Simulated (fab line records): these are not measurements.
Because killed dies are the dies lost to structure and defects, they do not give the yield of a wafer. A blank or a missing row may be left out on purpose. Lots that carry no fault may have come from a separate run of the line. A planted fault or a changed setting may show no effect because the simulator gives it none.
Split-lot study ; flow rit-cmos ; on a route of 202 steps: 5 lots, 23 wafers read

## ABOUT THE SPLIT
At RIT_PRETRO_COAT_01 (resist thk 1300 nm), the setting resist-thk-nm was moved away from the recipe's 1300 nm on 9 of the 23 wafers read, by -2.6% to +3.5%. The other wafers ran this setting at the recipe's value.

The reading is taken at the split's own step.

## THE READING
NOVOLAK_of_PRETRO_COAT_01.thk-nm (the simulator's own value, which no gauge read), in nm, at RIT_PRETRO_COAT_01 (resist thk 1300 nm). The file gives no usual value for it. Average 1305 nm, standard deviation 2.6 nm, over the 14 wafers here run with the recipe.

wafer;tool, chamber at the split;resist-thk-nm as run, nm;against the recipe;NOVOLAK_of_PRETRO_COAT_01.thk-nm, nm;against lot-mates on the recipe
L074.3;litho-track-02, 0;1300;recipe;1302;-
L074.5;litho-track-02, 0;1300;recipe;1306;-
L074.6;litho-track-02, 0;1300;recipe;1303;-
L076.1;litho-track-02, 0;1344;+3.4%;1350;+42
L076.3;litho-track-02, 0;1300;recipe;1306;-
L076.4;litho-track-02, 0;1344;+3.4%;1346;+38
L076.5;litho-track-02, 0;1344;+3.4%;1347;+40
L076.6;litho-track-02, 0;1300;recipe;1309;-
L077.1;litho-track-02, 0;1266;-2.6%;1274;-33
L077.2;litho-track-02, 0;1266;-2.6%;1268;-39
L077.4;litho-track-02, 0;1300;recipe;1308;-
L077.5;litho-track-02, 0;1266;-2.6%;1272;-35
L077.6;litho-track-02, 0;1300;recipe;1306;-
L080.1;litho-track-02, 0;1300;recipe;1300;-
L080.2;litho-track-02, 0;1300;recipe;1302;-
L080.3;litho-track-02, 0;1300;recipe;1306;-
L080.4;litho-track-02, 0;1300;recipe;1304;-
L080.5;litho-track-02, 0;1300;recipe;1304;-
L083.1;litho-track-02, 0;1300;recipe;1309;-
L083.2;litho-track-02, 0;1345;+3.5%;1351;+44
L083.3;litho-track-02, 0;1345;+3.5%;1354;+47
L083.5;litho-track-02, 0;1300;recipe;1305;-
L083.6;litho-track-02, 0;1345;+3.5%;1352;+45

FIT RESULTS
A straight line over all 23 wafers: NOVOLAK_of_PRETRO_COAT_01.thk-nm changes by +13.1 nm for each +1% of resist-thk-nm; r = +0.99; the points scatter about the line by 2.6 nm.
The same after taking each lot's own level away (the mean of its wafers on the recipe; 23 wafers): +12.8 nm for each +1%; r = +1.00; scatter 2.4 nm.
That fit puts the effect of the largest move of resist-thk-nm on the reading at 44 nm.
From 1303.2 to 1307.5 nm: that is the span of the lots' own levels, equal to 1.7 times the standard deviation above.
Hence the lot-to-lot level has little effect on the slope; both slopes agree.
Check: with one of the wafers moved furthest among these (+3.5%) left out of the fit, the line predicts +43.8 nm for it against its lot-mates. Against them it came out at +44 nm.

## OTHER SPLITS ON THESE WAFERS
These wafers also went through other splits before the reading. Each is held against what the fit with the lots' levels taken away leaves over:
other split on the same wafers;wafers away from the commonest value;r with NOVOLAK_of_PRETRO_COAT_01.thk-nm (lot level and that fit taken away)
RIT_ACTIVE_OXIDATION_01 temp-c;10;-0.18
RIT_ACTIVE_EXPOSE_08 dose-mj;11;+0.11
RIT_FOX2_OXIDATION_00 ox-time-s;10;-0.25
RIT_NWELL_IMPLANT_08 dose-cm2;6;+0.13
RIT_PWELL_IMPLANT_08 energy-kev;8;+0.02

## FILE'S OWN FIT
NOVOLAK_of_PRETRO_COAT_01.thk-nm changes by +12.7 nm for each +1% of resist-thk-nm, r = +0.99.
